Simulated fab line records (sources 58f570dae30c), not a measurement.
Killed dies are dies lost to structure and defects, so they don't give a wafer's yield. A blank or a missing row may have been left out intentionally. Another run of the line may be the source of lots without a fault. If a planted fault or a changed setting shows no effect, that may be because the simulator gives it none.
fab line records -- flow berkeley-cmos170
record lots=10, wafers=30, last-day=11
route steps=331 shown PVT@118
lots untouched by any fault: they come from a run of this same line in which no faults occurred
start-h: hours from the record's opening day to when the first of the lot's shown wafers began -- wait-h: hours since the lot's step before -- " repeats the value in the row above -- L1.1+2: a single row standing in for several wafers -- - no value present, or no start provided -- * or withheld: withheld -- < > ~ a bound
route shown NAME@n: NAME is a module with steps in the file, n the number in the route of the first one -- usual: the fault-free wafers' mean and standard deviation -- same: alike in all rows -- chamber/n: place in a boat -- sites: per-site readings -- _std_site: the values' standard deviation -- _edge_site: the outer-site mean with the inner-site mean subtracted -- radius-mm: for every site, how far away it sits from the centre of the wafer -- mask NAME#n: copy n -- behind: tool/chamber where the wafer was last shaped -- hold: why the lot was held/for how many hours/how that ended -- device: whichever transistor did not switch (one of n, p or np) -- end of line: tests run on the same wafers once the route is complete -- step lacking rows: just its recipe -- killed: count of dies lost to structure and defects at first sort (not the wafer's yield) -- map: shows each die of a wafer: x if killed, . if not, _ if none is there
set.NAME: the run value of the setting; set.NAME@STEP: its run value at that earlier step -- model.NAME: the simulator's own value behind a step, which no gauge read
a sample of lots followed through the steps of the route, with each step as a table and each wafer as a row
services: the hour from which a tool's chamber was out of use, counted from the record's first day as start-h (under 0 if before that day), plus the number of hours and why
## steps
# step UCB170_PVT_EXPOSE_03
# recipe mask-id=NWELL, target-cd-nm=3000, na=0.5, sigma-outer=0.6, source-shape=conventional, dose-mj=30
# usual reticle-temp-C=23.00/0.11
lot.wafer,tool,chamber,start-h,wait-h,mask,reticle-temp-C
L111.1,krf-scanner-02,0,110.56,0.1,NWELL#0,23.03
L111.4,krf-scanner-02,0,110.56,0.1,NWELL#0,22.90
L111.5,krf-scanner-02,0,110.56,0.1,NWELL#0,22.96
L112.4,krf-scanner-02,0,110.74,0.2,NWELL#0,23.05
L112.5,krf-scanner-02,0,110.74,0.2,NWELL#0,23.02
L112.6,krf-scanner-02,0,110.74,0.2,NWELL#0,23.07
L113.1,krf-scanner-02,0,117.69,0.1,NWELL#0,22.88
L113.3,krf-scanner-02,0,117.69,0.1,NWELL#0,22.90
L113.4,krf-scanner-02,0,117.69,0.1,NWELL#0,22.97
L114.1,krf-scanner-02,0,122.17,0.1,NWELL#0,22.88
L114.2,krf-scanner-02,0,122.17,0.1,NWELL#0,23.05
L114.5,krf-scanner-02,0,122.17,0.1,NWELL#0,22.95
L116.2,krf-scanner-02,0,132.76,0.1,NWELL#0,23.11
L116.3,krf-scanner-02,0,132.76,0.1,NWELL#0,23.09
L116.5,krf-scanner-02,0,132.76,0.1,NWELL#0,23.18
L115.1,krf-scanner-02,0,133.19,0.1,NWELL#0,22.98
L115.3,krf-scanner-02,0,133.19,0.1,NWELL#0,22.91
L115.4,krf-scanner-02,0,133.19,0.1,NWELL#0,22.91
L117.1,krf-scanner-02,0,138.20,0.1,NWELL#0,22.95
L117.5,krf-scanner-02,0,138.20,0.1,NWELL#0,23.12
L117.6,krf-scanner-02,0,138.20,0.1,NWELL#0,23.09
L131.2,krf-scanner-01,0,212.59,0.2,NWELL#0,22.91
L131.4,krf-scanner-01,0,212.59,0.2,NWELL#0,23.05
L131.6,krf-scanner-01,0,212.59,0.2,NWELL#0,22.85
L130.1,krf-scanner-01,0,212.68,0.2,NWELL#0,22.98
L130.5,krf-scanner-01,0,212.68,0.2,NWELL#0,23.03
L130.6,krf-scanner-01,0,212.68,0.2,NWELL#0,22.93
L132.1,krf-scanner-01,0,217.14,0.2,NWELL#0,23.10
L132.3,krf-scanner-01,0,217.14,0.2,NWELL#0,23.03
L132.4,krf-scanner-01,0,217.14,0.2,NWELL#0,23.07
# step UCB170_PVT_OVL_MEAS_06
# usual PVT_OVL=-5/5.7
lot.wafer,tool,chamber,start-h,wait-h,hold,PVT_OVL[nm]
L111.1,overlay-01,-,111.21,-,-,-12
L111.4,overlay-01,-,111.21,-,-,-3
L111.5,overlay-01,-,111.21,-,-,-4
L112.4,overlay-02,-,111.31,-,-,-10
L112.5,overlay-02,-,111.31,-,-,-9
L112.6,overlay-02,-,111.31,-,-,-12
L113.1,overlay-02,-,118.09,-,-,2
L113.3,overlay-02,-,118.09,-,-,2
L113.4,overlay-02,-,118.09,-,-,-1
L114.1,overlay-02,-,122.56,-,await-dispo/0.2h/release,915
L114.2,overlay-02,-,122.56,-,await-dispo/0.2h/release,906
L114.5,overlay-02,-,122.56,-,await-dispo/0.2h/release,916
L114.1,overlay-02,-,122.76,0.2,-,912
L114.2,overlay-02,-,122.76,0.2,-,905
L114.5,overlay-02,-,122.76,0.2,-,913
L116.2,overlay-02,-,133.75,-,await-dispo/0.2h/release,912
L116.3,overlay-02,-,133.75,-,await-dispo/0.2h/release,904
L116.5,overlay-02,-,133.75,-,await-dispo/0.2h/release,905
L116.2,overlay-02,-,133.95,0.2,-,910
L116.3,overlay-02,-,133.95,0.2,-,902
L116.5,overlay-02,-,133.95,0.2,-,903
L115.1,overlay-01,-,134.29,-,await-dispo/0.2h/release,915
L115.3,overlay-01,-,134.29,-,await-dispo/0.2h/release,909
L115.4,overlay-01,-,134.29,-,await-dispo/0.2h/release,918
L115.1,overlay-01,-,134.50,0.2,-,913
L115.3,overlay-01,-,134.50,0.2,-,908
L115.4,overlay-01,-,134.50,0.2,-,916
L117.1,overlay-01,-,138.59,-,await-dispo/0.2h/release,902
L117.5,overlay-01,-,138.59,-,await-dispo/0.2h/release,911
L117.6,overlay-01,-,138.59,-,await-dispo/0.2h/release,907
L117.1,overlay-01,-,138.79,0.2,-,900
L117.5,overlay-01,-,138.79,0.2,-,907
L117.6,overlay-01,-,138.79,0.2,-,906
L131.2,overlay-02,-,212.96,-,-,-13
L131.4,overlay-02,-,212.96,-,-,-4
L131.6,overlay-02,-,212.96,-,-,-6
L130.1,overlay-01,-,213.08,-,-,-9
L130.5,overlay-01,-,213.08,-,-,-15
L130.6,overlay-01,-,213.08,-,-,-14
L132.1,overlay-01,-,217.74,-,-,-8
L132.3,overlay-01,-,217.74,-,-,-2
L132.4,overlay-01,-,217.74,-,-,-1
## services
tool,chamber,start-h,hours,kind
krf-scanner-01,-,90.05,119.8,repair
krf-scanner-01,-,138.97,2.2,repair
krf-scanner-02,-,153.59,1.0,pm
krf-scanner-01,-,209.86,1.0,pm
krf-scanner-02,-,210.96,4.4,pm
## key
first-sign step=UCB170_PVT_OVL_MEAS_06, reading=visit, direction=added
effect step=UCB170_PVT_OVL_MEAS_06, reading=PVT_OVL, direction=up, sigmas=99+, usual=-5, struck=910
met-at UCB170_PVT_EXPOSE_03
struck-lots L114,L115,L116,L117
scrapped-behind UCB170_PVT_OVL_MEAS_06 L114.1,L114.2,L114.5,L115.1,L115.3,L115.4,L116.2,L116.3,L116.5,L117.1,L117.5,L117.6
onset-between 117.69 122.17
fault kind=scanner-matching-overlay, tool=krf-scanner-02, chamber=-, onset-h=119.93, steps=UCB170_PVT_EXPOSE_03, offset=912.26
